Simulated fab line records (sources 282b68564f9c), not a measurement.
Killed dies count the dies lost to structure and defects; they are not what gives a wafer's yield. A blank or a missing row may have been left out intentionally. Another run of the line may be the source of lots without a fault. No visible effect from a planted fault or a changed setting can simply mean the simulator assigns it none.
Split-lot experiment / flow rit cmos / 23 wafers read across 5 lots, on a route 202 steps long

== THE SPLIT ==
At RIT_CONTACT_CVD_00 (deposits SiO2 from TEOS, target thk 400 nm, time 61 s), the setting time s was moved away from the recipe's 61 s on 9 of the 23 wafers read, by -13.0% to +9.2%. For the rest of the wafers, this setting stayed at what the recipe calls for.

Split to reading: the file shows no intervening step.

== THE READING ==
At RIT_CONTACT_THK_MEAS_01: CONTACT_TEOS_THK, given in nm. Typical for fault-free wafers on this fab line: 402 nm, with standard deviation 4.7 nm.

wafer=L074.1; tool, chamber at the split=pecvd-03, 0; time s as run, s=64.99; against the recipe=+6.5%; CONTACT_TEOS_THK, nm=420; against lot-mates on the recipe=+24
wafer=L074.2; tool, chamber at the split=pecvd-03, 2; time s as run, s=61; against the recipe=recipe; CONTACT_TEOS_THK, nm=394; against lot-mates on the recipe=-
wafer=L074.3; tool, chamber at the split=pecvd-03, 1; time s as run, s=64.99; against the recipe=+6.5%; CONTACT_TEOS_THK, nm=426; against lot-mates on the recipe=+30
wafer=L074.4; tool, chamber at the split=pecvd-03, 2; time s as run, s=61; against the recipe=recipe; CONTACT_TEOS_THK, nm=398; against lot-mates on the recipe=-
wafer=L074.6; tool, chamber at the split=pecvd-03, 0; time s as run, s=61; against the recipe=recipe; CONTACT_TEOS_THK, nm=397; against lot-mates on the recipe=-
wafer=L078.1; tool, chamber at the split=pecvd-01, 0; time s as run, s=61; against the recipe=recipe; CONTACT_TEOS_THK, nm=401; against lot-mates on the recipe=-
wafer=L078.2; tool, chamber at the split=pecvd-01, 2; time s as run, s=53.07; against the recipe=-13.0%; CONTACT_TEOS_THK, nm=347; against lot-mates on the recipe=-57
wafer=L078.4; tool, chamber at the split=pecvd-01, 1; time s as run, s=53.07; against the recipe=-13.0%; CONTACT_TEOS_THK, nm=355; against lot-mates on the recipe=-49
wafer=L078.5; tool, chamber at the split=pecvd-01, 2; time s as run, s=61; against the recipe=recipe; CONTACT_TEOS_THK, nm=403; against lot-mates on the recipe=-
wafer=L078.6; tool, chamber at the split=pecvd-01, 0; time s as run, s=61; against the recipe=recipe; CONTACT_TEOS_THK, nm=407; against lot-mates on the recipe=-
wafer=L081.2; tool, chamber at the split=pecvd-01, 0; time s as run, s=61; against the recipe=recipe; CONTACT_TEOS_THK, nm=402; against lot-mates on the recipe=-
wafer=L081.3; tool, chamber at the split=pecvd-01, 2; time s as run, s=61; against the recipe=recipe; CONTACT_TEOS_THK, nm=400; against lot-mates on the recipe=-
wafer=L081.6; tool, chamber at the split=pecvd-01, 1; time s as run, s=61; against the recipe=recipe; CONTACT_TEOS_THK, nm=411; against lot-mates on the recipe=-
wafer=L082.1; tool, chamber at the split=pecvd-04, 1; time s as run, s=66.63; against the recipe=+9.2%; CONTACT_TEOS_THK, nm=438; against lot-mates on the recipe=+36
wafer=L082.3; tool, chamber at the split=pecvd-04, 0; time s as run, s=61; against the recipe=recipe; CONTACT_TEOS_THK, nm=400; against lot-mates on the recipe=-
wafer=L082.4; tool, chamber at the split=pecvd-04, 0; time s as run, s=61; against the recipe=recipe; CONTACT_TEOS_THK, nm=404; against lot-mates on the recipe=-
wafer=L082.5; tool, chamber at the split=pecvd-04, 1; time s as run, s=66.63; against the recipe=+9.2%; CONTACT_TEOS_THK, nm=441; against lot-mates on the recipe=+39
wafer=L082.6; tool, chamber at the split=pecvd-04, 2; time s as run, s=66.63; against the recipe=+9.2%; CONTACT_TEOS_THK, nm=450; against lot-mates on the recipe=+48
wafer=L085.1; tool, chamber at the split=pecvd-04, 0; time s as run, s=61; against the recipe=recipe; CONTACT_TEOS_THK, nm=392; against lot-mates on the recipe=-
wafer=L085.2; tool, chamber at the split=pecvd-04, 1; time s as run, s=53.18; against the recipe=-12.8%; CONTACT_TEOS_THK, nm=343; against lot-mates on the recipe=-56
wafer=L085.4; tool, chamber at the split=pecvd-04, 1; time s as run, s=61; against the recipe=recipe; CONTACT_TEOS_THK, nm=402; against lot-mates on the recipe=-
wafer=L085.5; tool, chamber at the split=pecvd-04, 0; time s as run, s=53.18; against the recipe=-12.8%; CONTACT_TEOS_THK, nm=343; against lot-mates on the recipe=-56
wafer=L085.6; tool, chamber at the split=pecvd-04, 2; time s as run, s=61; against the recipe=recipe; CONTACT_TEOS_THK, nm=403; against lot-mates on the recipe=-

FIT RESULTS
A straight line over all 23 wafers: CONTACT_TEOS_THK changes by +4.2 nm for each +1% of time s; r = +0.98; the points scatter about the line by 5.4 nm.
The same after taking each lot's own level away (the mean of its wafers on the recipe; 23 wafers): +4.26 nm for each +1%; r = +0.99; scatter 4 nm.
The reading moves by 55 nm for the largest change in time s, on that fit.
The lots' own levels span 396.3 to 404.3 nm, that is 1.7 times the standard deviation above.
Hence the lot-to-lot level has little effect on the slope; both slopes agree.
Check: -54.7 nm against its lot-mates is what the line predicts for one of the wafers moved furthest among these (-13.0%) when that wafer is left out of the fit. It came out at -56.7 nm against them.

== THE OTHER SPLITS THESE WAFERS WENT THROUGH ==
Before the reading, these wafers also passed through other splits. Each is held against what the fit with the lots' levels taken away leaves over:
other split on the same wafers=RIT_PSD_COAT_01 spin rpm; wafers away from the commonest value=5; r with CONTACT_TEOS_THK (lot level and that fit taken away)=+0.20
other split on the same wafers=RIT_PSD_IMPLANT_08 dose cm2; wafers away from the commonest value=9; r with CONTACT_TEOS_THK (lot level and that fit taken away)=-0.14
other split on the same wafers=RIT_SILICIDE_SPUTTER_01 power w; wafers away from the commonest value=5; r with CONTACT_TEOS_THK (lot level and that fit taken away)=+0.11

== THE WHOLE CHAIN: every reading that the file lists as answering this split, in the file's order ==
step=RIT_CONTACT_CVD_00; what it does=deposits SiO2 from TEOS, target thk 400 nm, time 61 s; reading=SiO2_of_CONTACT_CVD_00.thk nm (the simulator's own value, which no gauge read); change (the file's fit)=+4.26 nm for each +1% of the setting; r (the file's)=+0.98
step=RIT_CONTACT_THK_MEAS_01; what it does=; reading=CONTACT_TEOS_THK; change (the file's fit)=+4.25 for each +1% of the setting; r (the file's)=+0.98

== THE FILE'S OWN FIT ==
CONTACT_TEOS_THK changes by +4.25 nm for each +1% of time s, r = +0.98.
